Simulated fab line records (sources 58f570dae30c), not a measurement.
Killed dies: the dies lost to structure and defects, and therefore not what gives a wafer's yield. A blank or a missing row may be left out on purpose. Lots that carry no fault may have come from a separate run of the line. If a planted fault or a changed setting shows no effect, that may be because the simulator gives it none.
fab line records | flow berkeley_cmos170 | part 1 of 2: steps 1 to 31 of 44
record lots=5 | wafers=15 | last_day=11
route steps=331 shown ACTIVE@70 PFIELD@79 FIELD@89 SACOX@97 SCREENOX@100 NVT@104
lots that met no fault: taken from a fault-free run of the same line
start_h: hours from the record's first day to the start of the lot's first wafer shown | wait_h: time in hours since the lot's previous step | " identical to the entry in the row above | L1.1+2: a row that stands for several wafers | - either no value or no given start | * or withheld: withheld | < > ~ a bound
route shown NAME@n: names a module that has steps shown in the file, with the first one's number in the route | usual: mean/standard deviation taken from wafers without a fault | same: alike in all rows | chamber/n: place in a boat | sites: each site's reading | _std_site: how widely they spread, as a standard deviation | _edge_site: outer sites' mean less inner sites' | radius_mm: for every site, how far away it sits from the centre of the wafer | mask NAME#n: copy n | behind: the tool/chamber that last shaped the wafer | hold: why the lot went on hold/how many hours it stayed there/how the hold came to an end | device: transistor that didn't switch, given as n, p or np | end of line: tests run on the same wafers once the route is complete | step lacking rows: just its recipe | killed: dies that structure and defects cost at the first sort, which is not the same as the wafer's yield | map: the dies of a wafer, with x for killed, . for not killed, _ for no die there
set.NAME: the setting that was run; set.NAME@STEP: the one run at that earlier step | model.NAME: the simulator's own value behind a step, which no gauge read
lots seen at some steps along the route; tables by step, rows by wafer
services: from which hour (start_h, from the record's first day; less than 0 if before it) a tool's chamber was out of use, for how many hours, and why
## steps
# step UCB170_ACTIVE_EXPOSE_10
# recipe mask_id=ACTIVE | target_cd_nm=1200 | na=0.5 | sigma_outer=0.6 | source_shape=conventional | dose_mj=20
lot.wafer  | tool           | chamber | start_h | wait_h | mask
L074.2+3+6 | krf_scanner-02 | 0       | 73.58   | 0.1    | ACTIVE#0
L083.2+3+5 | krf_scanner-01 | 0       | 115.99  | 0.4    | ACTIVE#0
L086.1+4+5 | krf_scanner-02 | 0       | 140.08  | 0.2    | ACTIVE#0
L087.2+3+5 | krf_scanner-01 | 0       | 140.34  | 0.4    | ACTIVE#0
L092.1+4+5 | krf_scanner-02 | 0       | 181.41  | 0.2    | ACTIVE#0
# step UCB170_ACTIVE_PEB_11
# recipe peb_temp_c=130 | peb_time_s=withheld | resist=KrF
lot.wafer  | tool           | chamber | start_h | wait_h
L074.2+3+6 | litho_track-01 | 0       | 73.71   | 0.1
L083.2+3+5 | litho_track-03 | 0       | 116.21  | 0.2
L086.1+4+5 | litho_track-01 | 0       | 140.20  | 0.1
L087.2+3+5 | litho_track-03 | 0       | 140.47  | 0.1
L092.1+4+5 | litho_track-02 | 0       | 181.53  | 0.1
# step UCB170_ACTIVE_DEVELOP_12
# recipe developer=TMAH | develop_time_s=45 | resist=KrF | dev_temp_c=21
# same develop_time_s=45
lot.wafer  | tool           | chamber | start_h | wait_h
L074.2+3+6 | litho_track-01 | 0       | -       | -
L083.2+3+5 | litho_track-03 | 0       | -       | -
L086.1+4+5 | litho_track-01 | 0       | -       | -
L087.2+3+5 | litho_track-03 | 0       | -       | -
L092.1+4+5 | litho_track-02 | 0       | -       | -
# step UCB170_ACTIVE_CD_MEAS_13
# recipe target_cd_nm=1200
# usual cd_nm=1200.1/1.4
lot.wafer | tool      | chamber | start_h | wait_h | cd_nm
L074.2    | cd_sem-02 | -       | 73.98   | -      | 1200.4
L074.3    | "         | -       | "       | "      | 1200.7
L074.6    | "         | -       | "       | "      | 1200.0
L083.2    | cd_sem-02 | -       | 116.48  | -      | 1199.5
L083.3    | "         | -       | "       | "      | 1200.3
L083.5    | "         | -       | "       | "      | 1200.3
L086.1    | cd_sem-01 | -       | 140.47  | -      | 1199.1
L086.4    | "         | -       | "       | "      | 1199.6
L086.5    | "         | -       | "       | "      | 1201.1
L087.2    | cd_sem-02 | -       | 140.74  | -      | 1200.9
L087.3    | "         | -       | "       | "      | 1202.9
L087.5    | "         | -       | "       | "      | 1202.3
L092.1    | cd_sem-01 | -       | 181.80  | -      | 1199.9
L092.4    | "         | -       | "       | "      | 1198.9
L092.5    | "         | -       | "       | "      | 1201.4
# step UCB170_ACTIVE_OVL_MEAS_14
# usual ACTIVE_OVL=3/4.7
lot.wafer | tool       | chamber | start_h | wait_h | ACTIVE_OVL[nm]
L074.2    | overlay-02 | -       | 74.08   | 0.1    | 3
L074.3    | "          | -       | "       | "      | -1
L074.6    | "          | -       | "       | "      | -1
L083.2    | overlay-02 | -       | 116.58  | 0.1    | 1
L083.3    | "          | -       | "       | "      | 3
L083.5    | "          | -       | "       | "      | 3
L086.1    | overlay-01 | -       | 140.59  | 0.1    | 8
L086.4    | "          | -       | "       | "      | 6
L086.5    | "          | -       | "       | "      | 7
L087.2    | overlay-01 | -       | 140.84  | 0.1    | 15
L087.3    | "          | -       | "       | "      | 13
L087.5    | "          | -       | "       | "      | 4
L092.1    | overlay-02 | -       | 181.92  | 0.1    | 3
L092.4    | "          | -       | "       | "      | 5
L092.5    | "          | -       | "       | "      | 2
# step UCB170_ACTIVE_ETCH_15
# recipe chemistry=CH3F/Ar/O2 | target=Si3N4 | stop_on=SiO2 | CH3F_flow_sccm=20 | Ar_flow_sccm=50 | O2_flow_sccm=7 | pressure_mtorr=50 | rf_w=450 | target_depth_a=2420 | over_etch_frac=0.1 | time_s=151
# usual drypump_motor_current_A=5.7/0.54 | oes_product_au=0.948/0.019 | throttle_valve_pct=8.11/0.13
lot.wafer | tool        | chamber | start_h | wait_h | drypump_motor_current_A | oes_product_au | rf_hours_counter_h | throttle_valve_pct
L074.2    | rie_diel-04 | 0       | 74.11   | 0.0    | 5.0                     | 0.951          | 115                | 7.99
L074.3    | "           | 1       | "       | "      | 4.8                     | 0.912          | 10                 | 8.19
L074.6    | "           | 3       | "       | "      | 6.4                     | 0.951          | -                  | 8.07
L083.2    | rie_diel-03 | 3       | 116.61  | 0.0    | 6.0                     | 0.925          | 99                 | 8.26
L083.3    | "           | 0       | "       | "      | 6.6                     | 0.945          | 144                | 7.87
L083.5    | "           | 3       | "       | "      | 6.0                     | 0.922          | -                  | 8.27
L086.1    | rie_diel-01 | 2       | 140.63  | 0.0    | 5.9                     | 0.957          | 109                | 8.10
L086.4    | "           | 0       | "       | "      | 5.2                     | 0.945          | 154                | 7.82
L086.5    | "           | 2       | "       | "      | 5.9                     | 0.965          | -                  | 8.08
L087.2    | rie_diel-03 | 1       | 140.87  | 0.0    | 5.5                     | 0.956          | 45                 | 8.20
L087.3    | "           | 0       | "       | "      | 6.5                     | 0.955          | 145                | 7.90
L087.5    | "           | 2       | "       | "      | 6.3                     | 0.955          | -                  | 8.26
L092.1    | rie_diel-04 | 0       | 181.96  | 0.0    | 4.9                     | 0.954          | 119                | 7.99
L092.4    | "           | 1       | "       | "      | 4.8                     | 0.925          | 15                 | 8.17
L092.5    | "           | 3       | "       | "      | 6.4                     | 0.948          | -                  | 8.05
# step UCB170_ACTIVE_STRIP_16
# recipe chemistry=O2 | power_w=400 | pressure_mtorr=3500 | platen_temp_c=withheld | o2_flow_sccm=400 | overash_fraction=0.5
# usual drypump_motor_current_A=5.7/0.49 | oes_product_au=0.721/0.0044 | strip_time_to_endpoint_s=18.05/0.098
lot.wafer | tool            | chamber | start_h | wait_h | drypump_motor_current_A | oes_product_au | rf_hours_counter_h | strip_time_to_endpoint_s
L074.2    | plasma_asher-01 | 0       | 74.21   | 0.1    | 5.5                     | 0.725          | 36                 | 18.17
L074.3    | "               | 0       | "       | "      | 5.5                     | 0.721          | -                  | 18.35
L074.6    | "               | 1       | "       | "      | 6.3                     | 0.726          | -                  | 18.15
L083.2    | plasma_asher-01 | 1       | 116.71  | 0.1    | 6.3                     | 0.719          | 41                 | 17.96
L083.3    | "               | 1       | "       | "      | 6.3                     | 0.719          | -                  | 18.02
L083.5    | "               | 0       | "       | "      | 5.6                     | 0.724          | -                  | 18.01
L086.1    | plasma_asher-03 | 0       | 140.73  | 0.1    | 5.6                     | 0.724          | 44                 | 18.03
L086.4    | "               | 1       | "       | "      | 6.3                     | 0.725          | -                  | 18.05
L086.5    | "               | 1       | "       | "      | 6.3                     | 0.718          | -                  | 17.92
L087.2    | plasma_asher-04 | 0       | 140.97  | 0.1    | 5.4                     | 0.724          | 37                 | 17.97
L087.3    | "               | 0       | "       | "      | 5.4                     | 0.728          | -                  | 18.15
L087.5    | "               | 0       | "       | "      | 5.4                     | 0.718          | -                  | 18.14
L092.1    | plasma_asher-03 | 1       | 182.06  | 0.1    | 6.3                     | 0.720          | 49                 | 17.90
L092.4    | "               | 1       | "       | "      | 6.4                     | 0.727          | -                  | 18.06
L092.5    | "               | 0       | "       | "      | 5.7                     | 0.712          | -                  | 18.01
# step UCB170_ACTIVE_CD_MEAS_90
# recipe target_cd_nm=1200
# usual cd_nm=1200.0/1.4
lot.wafer | tool      | chamber | start_h | wait_h | cd_nm
L074.2    | cd_sem-02 | -       | 74.33   | 0.1    | 1200.2
L074.3    | "         | -       | "       | "      | 1200.9
L074.6    | "         | -       | "       | "      | 1200.6
L083.2    | cd_sem-02 | -       | 116.83  | 0.1    | 1199.2
L083.3    | "         | -       | "       | "      | 1200.1
L083.5    | "         | -       | "       | "      | 1200.3
L086.1    | cd_sem-02 | -       | 140.84  | 0.1    | 1199.1
L086.4    | "         | -       | "       | "      | 1199.6
L086.5    | "         | -       | "       | "      | 1201.5
L087.2    | cd_sem-02 | -       | 141.09  | 0.1    | 1200.7
L087.3    | "         | -       | "       | "      | 1202.6
L087.5    | "         | -       | "       | "      | 1201.9
L092.1    | cd_sem-02 | -       | 182.16  | 0.1    | 1200.2
L092.4    | "         | -       | "       | "      | 1199.7
L092.5    | "         | -       | "       | "      | 1200.9
# step UCB170_ACTIVE_CLEAN_17
# recipe chemistry=SPM | temp_c=120 | time_s=600
# usual bath_heat_duty_pct=13.5/2
lot.wafer | tool         | chamber | start_h | wait_h | bath_heat_duty_pct
L074.2    | wet_bench-01 | 1       | 75.54   | 1.2    | 12.7
L074.3    | "            | 1       | "       | "      | 13.0
L074.6    | "            | 1       | "       | "      | 13.3
L083.2    | wet_bench-04 | 2       | 116.97  | 0.1    | 14.9
L083.3    | "            | 2       | "       | "      | 13.1
L083.5    | "            | 2       | "       | "      | 14.1
L086.1    | wet_bench-03 | 3       | 140.96  | 0.1    | 11.1
L086.4    | "            | 3       | "       | "      | 11.3
L086.5    | "            | 3       | "       | "      | 10.6
L087.2    | wet_bench-03 | 1       | 141.19  | 0.1    | 12.4
L087.3    | "            | 1       | "       | "      | 10.3
L087.5    | "            | 1       | "       | "      | 11.7
L092.1    | wet_bench-04 | 0       | 182.28  | 0.1    | 14.2
L092.4    | "            | 0       | "       | "      | 16.1
L092.5    | "            | 0       | "       | "      | 13.3
# step UCB170_PFIELD_HMDS_00
# recipe prime_time_s=60 | prime_temp_c=100
lot.wafer  | tool           | chamber | start_h | wait_h
L074.2+3+6 | litho_track-02 | 0       | 75.77   | 0.0
L083.2+3+5 | litho_track-02 | 0       | 117.48  | 0.3
L086.1+4+5 | litho_track-03 | 0       | 141.13  | 0.0
L087.2+3+5 | litho_track-02 | 0       | 141.39  | 0.0
L092.1+4+5 | litho_track-03 | 0       | 182.94  | 0.3
# step UCB170_PFIELD_COAT_01
# recipe resist=KrF | spin_rpm=1500 | resist_thk_nm=900
lot.wafer  | tool           | chamber | start_h | wait_h
L074.2+3+6 | litho_track-02 | 0       | 75.92   | 0.1
L083.2+3+5 | litho_track-02 | 0       | 117.63  | 0.1
L086.1+4+5 | litho_track-03 | 0       | 141.28  | 0.1
L087.2+3+5 | litho_track-02 | 0       | 141.54  | 0.1
L092.1+4+5 | litho_track-03 | 0       | 183.09  | 0.1
# step UCB170_PFIELD_SOFTBAKE_02
# recipe resist=KrF | temp_c=130 | time_s=60
lot.wafer  | tool           | chamber | start_h | wait_h
L074.2+3+6 | litho_track-02 | 0       | 76.07   | 0.1
L083.2+3+5 | litho_track-02 | 0       | 117.78  | 0.1
L086.1+4+5 | litho_track-03 | 0       | 141.43  | 0.1
L087.2+3+5 | litho_track-02 | 0       | 141.69  | 0.1
L092.1+4+5 | litho_track-03 | 0       | 183.24  | 0.1
# step UCB170_PFIELD_EXPOSE_03
# recipe mask_id=PFIELD | na=0.5 | sigma_outer=0.6 | source_shape=conventional | target_cd_nm=1500 | dose_mj=30
lot.wafer  | tool           | chamber | start_h | wait_h | mask
L074.2+3+6 | krf_scanner-01 | 0       | 76.34   | 0.2    | PFIELD#0
L083.2+3+5 | krf_scanner-01 | 0       | 118.05  | 0.2    | PFIELD#0
L086.1+4+5 | krf_scanner-02 | 0       | 141.58  | 0.1    | PFIELD#0
L087.2+3+5 | krf_scanner-02 | 0       | 141.84  | 0.1    | PFIELD#0
L092.1+4+5 | krf_scanner-01 | 0       | 183.39  | 0.1    | PFIELD#0
# step UCB170_PFIELD_PEB_04
# recipe peb_temp_c=130 | peb_time_s=withheld | resist=KrF
lot.wafer  | tool           | chamber | start_h | wait_h
L074.2+3+6 | litho_track-02 | 0       | 76.67   | 0.3
L083.2+3+5 | litho_track-02 | 0       | 118.83  | 0.8
L086.1+4+5 | litho_track-03 | 0       | 141.70  | 0.1
L087.2+3+5 | litho_track-04 | 0       | 141.97  | 0.1
L092.1+4+5 | litho_track-02 | 0       | 183.70  | 0.3
# step UCB170_PFIELD_DEVELOP_05
# recipe developer=TMAH | develop_time_s=45 | resist=KrF | dev_temp_c=21
# same develop_time_s=45
lot.wafer  | tool           | chamber | start_h | wait_h
L074.2+3+6 | litho_track-02 | 0       | -       | -
L083.2+3+5 | litho_track-02 | 0       | -       | -
L086.1+4+5 | litho_track-03 | 0       | -       | -
L087.2+3+5 | litho_track-04 | 0       | -       | -
L092.1+4+5 | litho_track-02 | 0       | -       | -
# step UCB170_PFIELD_OVL_MEAS_06
# usual PFIELD_OVL=1/4.9
lot.wafer | tool       | chamber | start_h | wait_h | PFIELD_OVL[nm]
L074.2    | overlay-01 | -       | 76.93   | -      | -8
L074.3    | "          | -       | "       | "      | -1
L074.6    | "          | -       | "       | "      | 1
L083.2    | overlay-02 | -       | 119.09  | -      | 8
L083.3    | "          | -       | "       | "      | 7
L083.5    | "          | -       | "       | "      | 7
L086.1    | overlay-01 | -       | 141.97  | -      | 4
L086.4    | "          | -       | "       | "      | 0
L086.5    | "          | -       | "       | "      | -2
L087.2    | overlay-01 | -       | 142.23  | -      | 0
L087.3    | "          | -       | "       | "      | 4
L087.5    | "          | -       | "       | "      | 7
L092.1    | overlay-01 | -       | 183.98  | -      | -1
L092.4    | "          | -       | "       | "      | -2
L092.5    | "          | -       | "       | "      | -8
# step UCB170_PFIELD_IMPLANT_07
# recipe species=B | dose_cm2=2e+13 | energy_kev=80 | tilt_deg=7
# usual end_station_pressure_torr=5.05e-06/2.8e-07
lot.wafer | tool         | chamber | start_h | wait_h | end_station_pressure_torr
L074.2    | implanter-02 | 0       | 76.98   | 0.0    | 5.2e-06
L074.3    | "            | 0       | "       | "      | 4.68e-06
L074.6    | "            | 0       | "       | "      | 5.29e-06
L083.2    | implanter-04 | 0       | 119.14  | 0.0    | 5.23e-06
L083.3    | "            | 0       | "       | "      | 4.8e-06
L083.5    | "            | 0       | "       | "      | 4.75e-06
L086.1    | implanter-03 | 0       | 142.01  | 0.0    | 5.4e-06
L086.4    | "            | 0       | "       | "      | 4.96e-06
L086.5    | "            | 0       | "       | "      | 4.72e-06
L087.2    | implanter-02 | 0       | 142.28  | 0.0    | 5.33e-06
L087.3    | "            | 0       | "       | "      | 4.9e-06
L087.5    | "            | 0       | "       | "      | 4.68e-06
L092.1    | implanter-03 | 0       | 184.02  | 0.0    | 5.6e-06
L092.4    | "            | 0       | "       | "      | 4.83e-06
L092.5    | "            | 0       | "       | "      | 4.79e-06
# step UCB170_PFIELD_STRIP_08
# recipe chemistry=O2 | power_w=400 | pressure_mtorr=3500 | platen_temp_c=withheld | o2_flow_sccm=400 | overash_fraction=0.5
# usual drypump_motor_current_A=5.7/0.34 | oes_product_au=0.735/0.0045 | strip_time_to_endpoint_s=21.59/0.059
lot.wafer | tool            | chamber | start_h | wait_h | drypump_motor_current_A | oes_product_au | rf_hours_counter_h | strip_time_to_endpoint_s
L074.2    | plasma_asher-04 | 1       | 77.11   | 0.1    | 5.0                     | 0.733          | 28                 | 21.51
L074.3    | "               | 1       | "       | "      | 5.0                     | 0.740          | -                  | 21.56
L074.6    | "               | 0       | "       | "      | 5.4                     | 0.732          | -                  | 21.53
L083.2    | plasma_asher-02 | 1       | 119.27  | 0.1    | 5.8                     | 0.737          | 0                  | 21.64
L083.3    | "               | 1       | "       | "      | 5.8                     | 0.738          | -                  | 21.61
L083.5    | "               | 1       | "       | "      | 5.8                     | 0.737          | -                  | 21.64
L086.1    | plasma_asher-04 | 1       | 142.16  | 0.1    | 5.0                     | 0.739          | 37                 | 21.48
L086.4    | "               | 1       | "       | "      | 5.0                     | 0.738          | -                  | 21.46
L086.5    | "               | 0       | "       | "      | 5.4                     | 0.734          | -                  | 21.55
L087.2    | plasma_asher-02 | 0       | 142.41  | 0.1    | 5.8                     | 0.733          | 3                  | 21.67
L087.3    | "               | 1       | "       | "      | 5.8                     | 0.734          | -                  | 21.56
L087.5    | "               | 1       | "       | "      | 5.8                     | 0.736          | -                  | 21.58
L092.1    | plasma_asher-02 | 0       | 184.17  | 0.1    | 5.8                     | 0.737          | 9                  | 21.62
L092.4    | "               | 0       | "       | "      | 5.8                     | 0.738          | -                  | 21.64
L092.5    | "               | 0       | "       | "      | 5.8                     | 0.723          | -                  | 21.59
# step UCB170_PFIELD_TW_MEAS_09
# usual PFIELD_TW=602/3.5
lot.wafer | tool          | chamber | start_h | wait_h | PFIELD_TW
L074.2    | film_metro-02 | -       | 77.22   | 0.1    | 599
L074.3    | "             | -       | "       | "      | 600
L074.6    | "             | -       | "       | "      | 604
L083.2    | film_metro-01 | -       | 119.38  | 0.1    | 600
L083.3    | "             | -       | "       | "      | 599
L083.5    | "             | -       | "       | "      | 601
L086.1    | film_metro-03 | -       | 142.26  | 0.1    | 607
L086.4    | "             | -       | "       | "      | 605
L086.5    | "             | -       | "       | "      | 605
L087.2    | film_metro-01 | -       | 142.52  | 0.1    | 600
L087.3    | "             | -       | "       | "      | 599
L087.5    | "             | -       | "       | "      | 599
L092.1    | film_metro-01 | -       | 184.27  | 0.1    | 596
L092.4    | "             | -       | "       | "      | 595
L092.5    | "             | -       | "       | "      | 594
# step UCB170_FIELD_CLEAN_00
# recipe chemistry=dHF | dilution=25:1 | time_s=7.5
lot.wafer  | tool         | chamber | start_h | wait_h
L074.2+3+6 | wet_bench-03 | 2       | 77.27   | 0.0
L083.2+3+5 | wet_bench-02 | 2       | 119.43  | 0.0
L086.1+4+5 | wet_bench-03 | 1       | 142.32  | 0.1
L087.2+3+5 | wet_bench-03 | 2       | 142.57  | 0.0
L092.1+4+5 | wet_bench-02 | 2       | 187.80  | 3.5
# step UCB170_FIELD_OXIDATION_01
# recipe temp_c=1000 | ambient=H2O | p_h2o_torr=584.62 | target_thk_a=5583 | ox_time_s=7200
# same ox_time_s=7200
lot.wafer  | tool       | chamber | start_h | wait_h
L074.2+3+6 | furnace-02 | 0       | 78.38   | 1.1
L083.2+3+5 | furnace-03 | 0       | 121.63  | 2.2
L086.1+4+5 | furnace-03 | 0       | 147.34  | 5.0
L087.2+3+5 | furnace-03 | 0       | 147.34  | 4.8
L092.1+4+5 | furnace-02 | 0       | 187.97  | 0.2
# step UCB170_FIELD_THK_MEAS_02
# recipe reads=SiO2_of_FIELD_OXIDATION_01
# usual FIELD_OXIDE_THK=558/8.6
lot.wafer | tool          | chamber | start_h | wait_h | FIELD_OXIDE_THK[nm]
L074.2    | film_metro-03 | -       | 81.39   | 0.0    | 555
L074.3    | "             | -       | "       | "      | 549
L074.6    | "             | -       | "       | "      | 550
L083.2    | film_metro-03 | -       | 124.64  | 0.0    | 570
L083.3    | "             | -       | "       | "      | 561
L083.5    | "             | -       | "       | "      | 565
L086.1    | film_metro-04 | -       | 150.34  | 0.0    | 552
L086.4    | "             | -       | "       | "      | 563
L086.5    | "             | -       | "       | "      | 563
L087.2    | film_metro-03 | -       | 150.35  | 0.0    | 560
L087.3    | "             | -       | "       | "      | 551
L087.5    | "             | -       | "       | "      | 552
L092.1    | film_metro-01 | -       | 190.97  | 0.0    | 574
L092.4    | "             | -       | "       | "      | 567
L092.5    | "             | -       | "       | "      | 577
# step UCB170_FIELD_ANNEAL_03
# recipe temp_c=1000 | time_s=1200 | ambient=N2
lot.wafer  | tool       | chamber | start_h | wait_h
L074.2+3+6 | furnace-03 | 0       | 85.17   | 3.8
L083.2+3+5 | furnace-03 | 0       | 128.48  | 3.8
L086.1+4+5 | furnace-04 | 0       | 154.74  | 4.4
L087.2+3+5 | furnace-04 | 0       | 154.74  | 4.4
L092.1+4+5 | furnace-02 | 0       | 192.30  | 1.3
# step UCB170_FIELD_WET_ETCH_04
# recipe chemistry=dHF | dilution=10:1 | target=SiO2 | temp_c=25 | time_s=60
# usual bath_heat_duty_pct=6.3/0.97
lot.wafer | tool         | chamber | start_h | wait_h | bath_heat_duty_pct
L074.2    | wet_bench-02 | 0       | 86.51   | 0.0    | 6.1
L074.3    | "            | 0       | "       | "      | 6.4
L074.6    | "            | 0       | "       | "      | 6.3
L083.2    | wet_bench-03 | 3       | 129.81  | 0.0    | 5.2
L083.3    | "            | 3       | "       | "      | 6.1
L083.5    | "            | 3       | "       | "      | 5.3
L086.1    | wet_bench-02 | 3       | 156.07  | 0.0    | 6.9
L086.4    | "            | 3       | "       | "      | 6.7
L086.5    | "            | 3       | "       | "      | 7.4
L087.2    | wet_bench-02 | 1       | 156.07  | 0.0    | 5.2
L087.3    | "            | 1       | "       | "      | 5.4
L087.5    | "            | 1       | "       | "      | 6.1
L092.1    | wet_bench-03 | 0       | 193.70  | 0.1    | 5.6
L092.4    | "            | 0       | "       | "      | 6.4
L092.5    | "            | 0       | "       | "      | 5.5
# step UCB170_FIELD_WET_ETCH_05
# recipe chemistry=H3PO4 | target=Si3N4 | temp_c=160 | time_s=12600
# usual bath_heat_duty_pct=27/3.4
lot.wafer | tool         | chamber | start_h | wait_h | bath_heat_duty_pct
L074.2    | wet_bench-02 | 3       | 86.54   | 0.0    | 29
L074.3    | "            | 3       | "       | "      | 30
L074.6    | "            | 3       | "       | "      | 31
L083.2    | wet_bench-02 | 1       | 129.84  | 0.0    | 26
L083.3    | "            | 1       | "       | "      | 26
L083.5    | "            | 1       | "       | "      | 24
L086.1    | wet_bench-03 | 3       | 156.10  | 0.0    | 22
L086.4    | "            | 3       | "       | "      | 22
L086.5    | "            | 3       | "       | "      | 23
L087.2    | wet_bench-03 | 0       | 156.10  | 0.0    | 22
L087.3    | "            | 0       | "       | "      | 25
L087.5    | "            | 0       | "       | "      | 22
L092.1    | wet_bench-03 | 1       | 193.73  | 0.0    | 26
L092.4    | "            | 1       | "       | "      | 25
L092.5    | "            | 1       | "       | "      | 24
# step UCB170_FIELD_WET_ETCH_06
# recipe chemistry=BOE | dilution=5:1 | target=SiO2 | temp_c=25 | time_s=22
# usual bath_heat_duty_pct=6.3/0.91
lot.wafer | tool         | chamber | start_h | wait_h | bath_heat_duty_pct
L074.2    | wet_bench-04 | 1       | 91.04   | 0.3    | 5.1
L074.3    | "            | 1       | "       | "      | 6.1
L074.6    | "            | 1       | "       | "      | 5.8
L083.2    | wet_bench-02 | 3       | 133.76  | 0.4    | 7.3
L083.3    | "            | 3       | "       | "      | 6.4
L083.5    | "            | 3       | "       | "      | 7.8
L086.1    | wet_bench-02 | 2       | 159.73  | 0.1    | 6.1
L086.4    | "            | 2       | "       | "      | 6.0
L086.5    | "            | 2       | "       | "      | 6.1
L087.2    | wet_bench-02 | 0       | 159.73  | 0.1    | 6.2
L087.3    | "            | 0       | "       | "      | 5.8
L087.5    | "            | 0       | "       | "      | 5.5
L092.1    | wet_bench-02 | 2       | 197.23  | 0.0    | 6.9
L092.4    | "            | 2       | "       | "      | 6.2
L092.5    | "            | 2       | "       | "      | 6.1
# step UCB170_FIELD_THK_MEAS_90
# recipe reads=SiO2_of_FIELD_OXIDATION_01
# usual FIELD_OXIDE_LEFT_1_THK=441/8.8
lot.wafer | tool          | chamber | start_h | wait_h | FIELD_OXIDE_LEFT_1_THK[nm]
L074.2    | film_metro-04 | -       | 91.07   | 0.0    | 438
L074.3    | "             | -       | "       | "      | 432
L074.6    | "             | -       | "       | "      | 433
L083.2    | film_metro-03 | -       | 133.78  | 0.0    | 453
L083.3    | "             | -       | "       | "      | 446
L083.5    | "             | -       | "       | "      | 448
L086.1    | film_metro-04 | -       | 159.75  | 0.0    | 434
L086.4    | "             | -       | "       | "      | 445
L086.5    | "             | -       | "       | "      | 445
L087.2    | film_metro-01 | -       | 159.76  | 0.0    | 443
L087.3    | "             | -       | "       | "      | 434
L087.5    | "             | -       | "       | "      | 435
L092.1    | film_metro-01 | -       | 197.25  | 0.0    | 458
L092.4    | "             | -       | "       | "      | 451
L092.5    | "             | -       | "       | "      | 461
# step UCB170_SACOX_CLEAN_00
# recipe chemistry=dHF | dilution=25:1 | time_s=7.5
lot.wafer  | tool         | chamber | start_h | wait_h
L074.2+3+6 | wet_bench-04 | 3       | 91.34   | 0.3
L083.2+3+5 | wet_bench-02 | 3       | 133.95  | 0.2
L086.1+4+5 | wet_bench-02 | 3       | 159.81  | 0.1
L087.2+3+5 | wet_bench-02 | 2       | 159.81  | 0.0
L092.1+4+5 | wet_bench-02 | 1       | 197.31  | 0.1
# step UCB170_SACOX_OXIDATION_01
# recipe temp_c=900 | ambient=O2 | target_thk_a=144 | ox_time_s=2400
# same ox_time_s=2400
lot.wafer  | tool       | chamber | start_h | wait_h
L074.2+3+6 | furnace-01 | 0       | 93.63   | 2.3
L083.2+3+5 | furnace-04 | 0       | 136.47  | 2.5
L086.1+4+5 | furnace-04 | 0       | 163.16  | 3.3
L087.2+3+5 | furnace-04 | 0       | 163.16  | 3.3
L092.1+4+5 | furnace-01 | 0       | 199.87  | 2.5
# step UCB170_SACOX_THK_MEAS_02
# recipe reads=SiO2_of_SACOX_OXIDATION_01
# usual SACOX_OXIDE_THK=14.37/0.28
lot.wafer | tool          | chamber | start_h | wait_h | SACOX_OXIDE_THK[nm]
L074.2    | film_metro-03 | -       | 95.30   | 0.0    | 14.24
L074.3    | "             | -       | "       | "      | 14.17
L074.6    | "             | -       | "       | "      | 14.33
L083.2    | film_metro-02 | -       | 138.15  | 0.0    | 14.23
L083.3    | "             | -       | "       | "      | 14.56
L083.5    | "             | -       | "       | "      | 14.50
L086.1    | film_metro-03 | -       | 164.82  | 0.0    | 14.40
L086.4    | "             | -       | "       | "      | 14.58
L086.5    | "             | -       | "       | "      | 14.27
L087.2    | film_metro-02 | -       | 164.83  | 0.0    | 14.23
L087.3    | "             | -       | "       | "      | 14.21
L087.5    | "             | -       | "       | "      | 14.46
L092.1    | film_metro-04 | -       | 201.53  | 0.0    | 14.06
L092.4    | "             | -       | "       | "      | 14.21
L092.5    | "             | -       | "       | "      | 14.02
# step UCB170_SCREENOX_WET_ETCH_00
# recipe chemistry=dHF | dilution=25:1 | target=SiO2 | temp_c=25 | time_s=200
# usual bath_heat_duty_pct=6.1/0.65
lot.wafer | tool         | chamber | start_h | wait_h | bath_heat_duty_pct
L074.2    | wet_bench-01 | 0       | 95.35   | 0.0    | 5.9
L074.3    | "            | 0       | "       | "      | 6.6
L074.6    | "            | 0       | "       | "      | 6.4
L083.2    | wet_bench-02 | 1       | 138.47  | 0.3    | 5.3
L083.3    | "            | 1       | "       | "      | 5.7
L083.5    | "            | 1       | "       | "      | 6.1
L086.1    | wet_bench-02 | 0       | 164.88  | 0.1    | 5.9
L086.4    | "            | 0       | "       | "      | 5.9
L086.5    | "            | 0       | "       | "      | 5.8
L087.2    | wet_bench-02 | 1       | 164.88  | 0.0    | 5.3
L087.3    | "            | 1       | "       | "      | 5.8
L087.5    | "            | 1       | "       | "      | 6.2
L092.1    | wet_bench-01 | 0       | 202.60  | 1.1    | 6.0
L092.4    | "            | 0       | "       | "      | 6.1
L092.5    | "            | 0       | "       | "      | 5.9
